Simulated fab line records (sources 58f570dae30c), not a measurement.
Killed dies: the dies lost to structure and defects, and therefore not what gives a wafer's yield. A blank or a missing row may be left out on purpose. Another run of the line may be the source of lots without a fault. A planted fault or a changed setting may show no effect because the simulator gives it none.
Problem report in the 8D (eight disciplines) form, filled by code :: flow berkeley-cmos170 :: the parts of the form that need people (team, actions taken, sign-off) are left out

## 1. THE ISSUE
Wafers free of any fault read 26.4 nm (standard deviation 0.5) for NWELL_OXIDE_THK at UCB170_NWELL_THK_MEAS_02, against a mean of 23.6 nm on 9 wafers of 3 lots. That is -5.5 standard deviations from the usual mean.
Seen first at day 4 12:18 on film-metro-04, wafer L709.1. Wafers with a number at this step in the record: 45, from 15 lots. Rule for "out" (also "out of limits"): further than 4 standard deviations from the usual mean. The rest of the wafers with a number are treated as sound.

## 2. WHAT IT IS, WHAT IT ISN'T
question: which readings at this step
is: NWELL_OXIDE_THK
is not: -

question: which lots
is: L709, L710, L711
is not: L697, L698, L699, L700, L702, L703, L705, L706, L708, L712, L713, L718

question: which wafers of those lots
is: all that have a number
is not: -

question: read on which gauges
is: film-metro-01, film-metro-04
is not: film-metro-03

question: when
is: from day 4 12:18
is not: up to then (27 sound wafers); but 9 sound wafers of L712, L713, L718 came after

## 3. THE SUSPECTS, EACH WITH WHAT RULES IT OUT
Counting: a tool at any process step up to the reading remains a suspect when it ran all the lots that are out and ran no sound lot after the first of those.
- the gauge at UCB170_NWELL_THK_MEAS_02 is ruled out. The wafers that are out were read on 2 gauges (film-metro-01, film-metro-04).
- furnace-01 at UCB170_NWELL_OXIDATION_01 (target thk 26.4 nm, ox time 1260 s): kept. Every lot that is out went through it, starting with L709 (day 4 10:57), and after that it ran no sound lot; the last sound lot it ran before then is L708 (day 4 00:56).
Remaining after the count: furnace-01 at UCB170_NWELL_OXIDATION_01.

## 4. THE CAUSE (what the simulator had put in)
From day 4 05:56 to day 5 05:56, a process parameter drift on furnace-01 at UCB170_NWELL_OXIDATION_01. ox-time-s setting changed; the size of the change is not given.
This tool alone remained once counting was done.

## 5. SEQUENCE OF EFFECTS, ordered by route
Each row: a reading whose mean over the struck wafers that have a number lies more than 3 standard deviations from the usual. Only readings whose record carries a usual standard deviation are examined. hours: median over the lots of the time between each lot's start at the first step of this table that gives one and its start at this step. sigmas: the change, counted in usual standard deviations.
hours: 0
step: UCB170_NWELL_THK_MEAS_02
reading: NWELL_OXIDE_THK
usual: 26.4 nm
on struck wafers: 23.6
change: -2.8
sigmas: -5.5
At these later measuring or inspecting steps, every struck wafer for which the step has a row has a number for every such reading, and none has moved that far: UCB170_CONTACT_THK_MEAS_02, UCB170_V1_OVL_MEAS_13.

## 6. HOW IT WOULD HAVE BEEN CAUGHT EARLIER
In this record the first reading out of limits at a measuring or inspecting step was taken at day 4 12:18, 6 hours after the fault began at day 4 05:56.
L710, L711, from the lots that are out (3), started UCB170_NWELL_OXIDATION_01 on furnace-01 later than day 4 12:18. A hold on the tool at that time would have spared those 2.
